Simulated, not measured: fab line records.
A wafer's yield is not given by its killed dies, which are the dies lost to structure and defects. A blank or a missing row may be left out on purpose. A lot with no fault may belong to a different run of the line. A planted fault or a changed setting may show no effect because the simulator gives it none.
A struck lot beside a sound one + flow rit_cmos + 39 out of 202 route steps
Sound: the wafers L913.1, L913.2, L913.6. The struck wafers were L919.3, L919.4, L919.5. At the end, the cause is stated.
Per side, at each step with rows, come the tool, then ch with its chambers, and then its first start. Under that, the readings that differ: sound wafers + struck wafers + difference of the means + sigmas: that difference in standard deviations of wafers without a fault.
alike: readings whose means differ by less than 2 such deviations, and words and numbers that are the same on both sides. not compared: withheld readings, readings that some wafer has no value for, bounds like >300 that may hide the same value, and numbers for which the record gives no deviation and whose values overlap.
Wherever a step has rows on one side only, a row that says differs or no value, or a row with sigmas, the two part there. Numbers that have no deviation but don't overlap get no sigmas and don't part them. A reading that every wafer of one side lacks parts them only if that side has two wafers or more.

first, 3 steps without rows for these wafers: RIT_GATE_EXPOSE_13 (exposes mask M6, target cd 150 nm); RIT_GATE_PEB_14; RIT_GATE_DEVELOP_15 (develop time 50 s).
RIT_GATE_CD_MEAS_16: target cd 150 nm.
  sound on cd_sem-01 at day 3 22:14; struck on cd_sem-01 at day 5 14:45
  alike: cd_nm
RIT_GATE_OVL_MEAS_17:
  sound on overlay-01 at day 3 22:22; struck on overlay-02 at day 5 14:50
  alike: GATE_OVL
then, 1 step without rows for these wafers: RIT_GATE_HARDBAKE_18 (time 60 s).
RIT_GATE_ETCH_19: etches poly-Si in SF6/CHF3/O2, stops on SiO2, time 165 s, target depth 312.5 nm.
  sound on rie_si-01 ch 0,2,3, day 3 22:43; struck on rie_si-02 ch 0,1,3, day 5 15:01
  alike: CHF3_flow_sccm, drypump_motor_current_A, oes_product_au, throttle_valve_pct
  not compared: rf_hours_counter_h
RIT_GATE_STRIP_20: strips in O2, time 180 s.
  sound on plasma_asher-01 ch 0,1, day 3 22:49; struck on plasma_asher-01 ch 0,1, day 5 15:11
  alike: drypump_motor_current_A
  not compared: rf_hours_counter_h
RIT_GATE_CD_MEAS_90: target cd 150 nm.
  sound on cd_sem-01 at day 3 22:59; struck on cd_sem-01 at day 5 15:20
  alike: cd_nm
then, 3 steps without rows for these wafers: RIT_REOX_CLEAN_00 (cleans in SC1, time 600 s); RIT_REOX_CLEAN_01 (cleans in dHF, time 29.24 s); RIT_REOX_CLEAN_02 (cleans in SC2, time 600 s).
RIT_REOX_OXIDATION_03: target thk 25.2 nm, ox time 5580 s.
  sound on furnace-01 ch 0, day 3 23:29; struck on furnace-03 ch 0, day 5 18:37
| reading                                     | sound                | struck               | difference | sigmas      |
|---------------------------------------------|----------------------|----------------------|------------|-------------|
| spike_tc_centre_C (C)                       | 901.5 901.3 902.5    | 911.5 912.6 909.4    | +9.4       | +6          |
| spike_tc_load_C (C)                         | 928.3 927.4 927.2    | 935.7 935.9 936.8    | +8.5       | +8          |
| spike_tc_source_C (C)                       | 924.0 923.9 925.0    | 931.3 930.0 930.0    | +6.1       | +4          |
| tube_center_temp_C (C)                      | 899.96 900.12 899.94 | 907.88 907.97 908.08 | +7.97      | +99 or more |
| tube_center_temp_C_max                      | 902.0 902.2 901.7    | 910.3 910.2 910.7    | +8.4       | +19         |
| model.SiO2_of_REOX_OXIDATION_03.thk_nm (nm) | 25.69 25.79 25.74    | 27.58 27.12 27.82    | +1.77      |             |
  alike: zone_power_load_pct
RIT_REOX_THK_MEAS_04:
  sound on film_metro-04 at day 4 02:02; struck on film_metro-04 at day 5 21:11
| reading             | sound          | struck         | difference | sigmas |
|---------------------|----------------|----------------|------------|--------|
| REOX_OXIDE_THK (nm) | 25.7 25.8 25.8 | 27.6 27.1 27.8 | +1.7       | +3     |
then, 6 steps without rows for these wafers: RIT_NLDD_HMDS_00 (prime time 60 s); RIT_NLDD_COAT_01 (resist thk 1000 nm); RIT_NLDD_SOFTBAKE_02 (time 60 s); RIT_NLDD_EXPOSE_03 (exposes mask M7, target cd 40700 nm); RIT_NLDD_PEB_04; RIT_NLDD_DEVELOP_05 (develop time 50 s).
RIT_NLDD_OVL_MEAS_06:
  sound on overlay-01 at day 4 02:56; struck on overlay-01 at day 5 22:13
  alike: NLDD_OVL
then, 2 steps without rows for these wafers: RIT_NLDD_HARDBAKE_07 (time 60 s); RIT_NLDD_IMPLANT_08.
RIT_NLDD_STRIP_09: strips in O2, time 180 s.
  sound on plasma_asher-03 ch 0,1, day 4 03:17; struck on plasma_asher-02 ch 0,1, day 5 22:50
  alike: drypump_motor_current_A
  not compared: rf_hours_counter_h
RIT_NLDD_TW_MEAS_10:
  sound on film_metro-03 at day 4 03:27; struck on film_metro-04 at day 5 22:59
  alike: NLDD_TW
then, 6 steps without rows for these wafers: RIT_PLDD_HMDS_00 (prime time 60 s); RIT_PLDD_COAT_01 (resist thk 1000 nm); RIT_PLDD_SOFTBAKE_02 (time 60 s); RIT_PLDD_EXPOSE_03 (exposes mask M8, target cd 40900 nm); RIT_PLDD_PEB_04; RIT_PLDD_DEVELOP_05 (develop time 50 s).
RIT_PLDD_OVL_MEAS_06:
  sound on overlay-02 at day 4 04:29; struck on overlay-01 at day 6 00:00
  alike: PLDD_OVL
then, 2 steps without rows for these wafers: RIT_PLDD_HARDBAKE_07 (time 60 s); RIT_PLDD_IMPLANT_08.
RIT_PLDD_STRIP_09: strips in O2, time 180 s.
  sound on plasma_asher-02 ch 0,1, day 4 04:49; struck on plasma_asher-04 ch 0,1, day 6 00:23
  alike: drypump_motor_current_A
  not compared: rf_hours_counter_h
RIT_PLDD_TW_MEAS_10:
  sound on film_metro-04 at day 4 05:00; struck on film_metro-02 at day 6 00:31
  alike: PLDD_TW
RIT_SPACER_CLEAN_00: cleans in SC1, time 600 s.
  sound on wet_bench-01 ch 0, day 4 05:04; struck on wet_bench-04 ch 1, day 6 00:34
| reading                                     | sound            | struck            | difference | sigmas |
|---------------------------------------------|------------------|-------------------|------------|--------|
| model.SiO2_of_REOX_OXIDATION_03.thk_nm (nm) | 23.7 23.79 23.76 | 25.46 25.04 25.68 | +1.64      |        |
then, 1 step without rows for these wafers: RIT_SPACER_CLEAN_01 (cleans in dHF, time 30 s).
RIT_M1_PROBE_99:
  sound on prober-02 at day 4 18:46; struck on prober-02 at day 6 14:57
  alike: killed_at_front_end, killed_dies, killed_open, killed_short

## WHERE THEY PART
At RIT_REOX_OXIDATION_03 first; at RIT_REOX_THK_MEAS_04 last (within this record only). Later steps at which nothing parts them and some readings are alike: RIT_NLDD_OVL_MEAS_06, RIT_NLDD_STRIP_09, RIT_NLDD_TW_MEAS_10, RIT_PLDD_OVL_MEAS_06, RIT_PLDD_STRIP_09, RIT_PLDD_TW_MEAS_10, RIT_M1_PROBE_99.

WHY: whatever the simulator had introduced
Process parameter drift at RIT_REOX_OXIDATION_03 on furnace-03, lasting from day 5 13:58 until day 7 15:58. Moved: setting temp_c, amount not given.
